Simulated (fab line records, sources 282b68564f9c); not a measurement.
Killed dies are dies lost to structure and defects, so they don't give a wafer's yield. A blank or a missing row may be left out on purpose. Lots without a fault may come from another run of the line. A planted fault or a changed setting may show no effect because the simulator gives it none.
Tool commonality check | flow rit_cmos | 13 lots, 39 wafers sampled

WHY IT WAS OPENED
At RIT_GATE_THK_MEAS_09 the reading GATE_POLY_THK is flagged on 1 of 13 lots. Wafers without a fault read 249.5 nm, standard deviation 2.4.
Rule: a lot is flagged when every wafer of it that has a number lies more than 4 standard deviations from that mean, or none has a number. The other lots count as sound.

lot  | measured    | on            | GATE_POLY_THK (nm), wafer by wafer | flag
L346 | day 2 19:09 | film_metro-04 | 249.5 250.3 248.6                  |
L347 | day 2 22:26 | film_metro-04 | 248.8 246.3 247.3                  |
L349 | day 3 08:10 | film_metro-04 | 249.4 247.5 247.1                  |
L350 | day 3 13:07 | film_metro-04 | 246.9 249.5 249.4                  |
L352 | day 3 22:28 | film_metro-01 | 253.2 254.3 253.8                  |
L353 | day 4 05:18 | film_metro-01 | 249.1 251.4 253.1                  |
L355 | day 4 13:49 | film_metro-03 | 246.1 248.7 247.8                  |
L356 | day 4 18:04 | film_metro-01 | 247.2 248.2 248.7                  |
L357 | day 4 23:49 | film_metro-01 | 245.7 245.2 247.0                  |
L358 | day 5 05:13 | film_metro-01 | 251.0 252.7 251.4                  |
L359 | day 5 09:11 | film_metro-03 | 353.5 353.5 353.0                  | FLAGGED
L361 | day 5 19:49 | film_metro-04 | 253.1 250.0 249.6                  |
L362 | day 6 00:28 | film_metro-03 | 247.4 246.0 244.5                  |
The numbers of the flagged lots are 353.3 nm on average: +103.8 nm against the usual, or +43 standard deviations.

WHICH TOOL RAN EACH LOT
The record holds 1 process step before the reading, out of a route of 202 steps. In each cell: the tool, then ch and the chambers that the sampled wafers went through, then the start.
lot  | flag    | RIT_GATE_CVD_08
L346 |         | lpcvd-01 ch 1, day 2 17:31
L347 |         | lpcvd-02 ch 1, day 2 20:49
L349 |         | lpcvd-01 ch 0, day 3 06:32
L350 |         | lpcvd-01 ch 1, day 3 11:29
L352 |         | lpcvd-02 ch 0, day 3 20:50
L353 |         | lpcvd-02 ch 0, day 4 03:41
L355 |         | lpcvd-01 ch 0, day 4 12:12
L356 |         | lpcvd-02 ch 1, day 4 16:26
L357 |         | lpcvd-02 ch 1, day 4 22:11
L358 |         | lpcvd-01 ch 1, day 5 03:36
L359 | FLAGGED | lpcvd-01 ch 1, day 5 07:32
L361 |         | lpcvd-02 ch 1, day 5 18:10
L362 |         | lpcvd-02 ch 1, day 5 22:51
What these steps do:
- RIT_GATE_CVD_08: deposits poly-Si from SiH4, target thk 250 nm, time 2220 s.
- RIT_GATE_THK_MEAS_09

FLAGGED OVER TOTAL, TOOL BY TOOL (the gauges that took the reading come last)
step                 | tool          | lots run | flagged | share of the flagged lots | sound lots run after its first flagged lot
RIT_GATE_CVD_08      | lpcvd-01      | 6        | 1       | all                       | 0
RIT_GATE_CVD_08      | lpcvd-02      | 7        | 0       | none                      | -
RIT_GATE_THK_MEAS_09 | film_metro-01 | 5        | 0       | none                      | -
RIT_GATE_THK_MEAS_09 | film_metro-03 | 3        | 1       | all                       | 1 (L362)
RIT_GATE_THK_MEAS_09 | film_metro-04 | 5        | 0       | none                      | -

WHAT THE TABLE ALLOWS
2 rows of the table ran every flagged lot: lpcvd-01 at RIT_GATE_CVD_08, film_metro-03 at RIT_GATE_THK_MEAS_09.
- lpcvd-01 at RIT_GATE_CVD_08: 1 of its 6 lots flagged. Its last sound lot is L358 (day 5 03:36), its first flagged lot L359 (day 5 07:32): a fault that began between those two fits. Its own readings lie more than 4 standard deviations out on every wafer of the flagged lots: spike_tc_centre_C, spike_tc_load_C, spike_tc_source_C, susceptor_temp_C.
- film_metro-03 at RIT_GATE_THK_MEAS_09: 1 of its 3 lots flagged. Sound lots ran on it after the first flagged one (L362), which a lasting fault on the whole tool wouldn't allow.
One tool is left: lpcvd-01 at RIT_GATE_CVD_08.

WHAT THE SIMULATOR HAD PUT IN
Process parameter drift: lpcvd-01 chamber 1, from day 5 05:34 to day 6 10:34, at RIT_GATE_CVD_08. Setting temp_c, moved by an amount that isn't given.
Lots struck among those shown: L359. The rule above found the same.
